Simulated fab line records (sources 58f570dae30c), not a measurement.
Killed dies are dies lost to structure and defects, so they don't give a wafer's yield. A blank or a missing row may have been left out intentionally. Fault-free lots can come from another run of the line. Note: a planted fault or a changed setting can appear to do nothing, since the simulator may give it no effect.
A struck lot beside a sound one || flow berkeley-cmos170 || 23 steps out of a route of 331
Sound: wafers L549.1, L549.2, L549.3. Wafers L559.1, L559.3, L559.6 were the ones struck. The cause is given at the end.
Per side, at each step with rows, come the tool, then ch with its chambers, and then its first start. Under that, the readings that differ: sound wafers || struck wafers || difference of the means || sigmas: that difference in standard deviations of wafers without a fault.
alike: words and numbers the same on both sides, and readings whose means are apart by under 2 such deviations; not compared: readings that were withheld, readings missing a value for some wafer, numbers with overlapping values and no deviation given by the record, and bounds like >300 which may hide the same value.
Wherever a step has rows on one side only, a row that says differs or no value, or a row with sigmas, the two part there. Numbers that have no deviation but don't overlap get no sigmas and don't part them. A reading that every wafer of one side lacks parts them only if that side has two wafers or more.

UCB170_NWELL_ETCH_13: etches Si3N4 in CH3F/Ar/O2, stops on SiO2, target depth 246.4 nm, time 154 s.
  sound on rie-diel-02 ch 0,2,3, day 3 20:56; struck on rie-diel-02 ch 0,1,2, day 5 19:59
  alike: CH3F_flow_sccm, drypump-motor-current-A, mfc-ar-sccm, oes-product-au, throttle-valve-pct
  not compared: rf-hours-counter-h
following that, these wafers have no rows for 1 step: UCB170_NWELL_IMPLANT_14.
UCB170_NWELL_STRIP_15: strips in O2.
  sound on plasma-asher-04 ch 0,1, day 3 21:11; struck on plasma-asher-02 ch 0,1, day 5 20:15
  alike: drypump-motor-current-A, oes-product-au, strip-time-to-endpoint-s
  not compared: rf-hours-counter-h
UCB170_NWELL_TW_MEAS_16:
  struck on film-metro-01, day 5 20:21; sound on film-metro-04, day 3 21:17
{"reading": "NWELL_TW", "sound": "1254 1254 1253", "struck": "1229 1224 1223", "difference": -28, "sigmas": -3}
then, 6 steps without rows for these wafers: UCB170_NWELL_CLEAN_17 (cleans in SPM, time 600 s); UCB170_NWELL_WET_ETCH_18 (etches Si3N4 in H3PO4, time 14400 s); UCB170_NWELL_WET_ETCH_19 (etches SiO2 in BOE, time 22 s); UCB170_PWELL_CLEAN_00 (cleans in SPM, time 600 s); UCB170_PWELL_CLEAN_01 (cleans in dHF, time 60 s); UCB170_PWELL_OXIDATION_02 (target thk 26.4 nm, ox time 1260 s).
UCB170_PWELL_THK_MEAS_03:
  struck on film-metro-03, day 6 09:50; sound on film-metro-02, day 4 12:55
  alike: PWELL_OXIDE_THK
then, 1 step without rows for these wafers: UCB170_PWELL_ANNEAL_04 (time 900 s).
UCB170_PWELL_CVD_05: deposits Si3N4 from SiH2Cl2/NH3, target thk 220 nm, time 3300 s.
  sound on lpcvd-02 ch 0, day 4 19:05; struck on lpcvd-02 ch 0, day 6 15:36
{"reading": "model.Si3N4_of_PWELL_CVD_05.thk-nm (nm)", "sound": "220 221 220.1", "struck": "216 215.8 217", "difference": -4, "sigmas": ""}
  alike: zone-power-centre-pct
UCB170_PWELL_THK_MEAS_06:
  struck on film-metro-03, day 6 17:31; sound on film-metro-02, day 4 21:58
{"reading": "PWELL_NITRIDE_THK (nm)", "sound": "220.1 220.8 220.2", "struck": "216.0 215.9 216.9", "difference": -4.1, "sigmas": -2}
then, 6 steps without rows for these wafers: UCB170_PWELL_HMDS_07 (prime time 60 s); UCB170_PWELL_COAT_08 (resist thk 900 nm); UCB170_PWELL_SOFTBAKE_09 (time 60 s); UCB170_PWELL_EXPOSE_10 (exposes mask PWELL, target cd 3000 nm); UCB170_PWELL_PEB_11; UCB170_PWELL_DEVELOP_12 (develop time 45 s).
UCB170_PWELL_OVL_MEAS_13:
  struck on overlay-01, day 6 19:45; sound on overlay-02, day 4 22:59
  alike: PWELL_OVL
UCB170_PWELL_ETCH_14: etches Si3N4 in CH3F/Ar/O2, stops on SiO2, target depth 242 nm, time 156.7 s.
  sound on rie-diel-01 ch 1,2,3, day 4 23:01; struck on rie-diel-03 ch 2,3, day 6 19:47
{"reading": "throttle-valve-pct (%)", "sound": "7.93 7.81 7.91", "struck": "8.00 8.19 8.20", "difference": "+0.25", "sigmas": "+2"}
{"reading": "model.etch.depth-nm (nm)", "sound": "220 221 220.1", "struck": "216 215.8 217", "difference": -4, "sigmas": ""}
  alike: CH3F_flow_sccm, drypump-motor-current-A, mfc-ar-sccm, oes-product-au
  not compared: rf-hours-counter-h
following that, these wafers have no rows for 1 step: UCB170_PWELL_IMPLANT_15.

## WHERE THEY PART
Last at UCB170_PWELL_ETCH_14 as far as this record goes, first at UCB170_NWELL_TW_MEAS_16.

WHY: what the simulator had put in
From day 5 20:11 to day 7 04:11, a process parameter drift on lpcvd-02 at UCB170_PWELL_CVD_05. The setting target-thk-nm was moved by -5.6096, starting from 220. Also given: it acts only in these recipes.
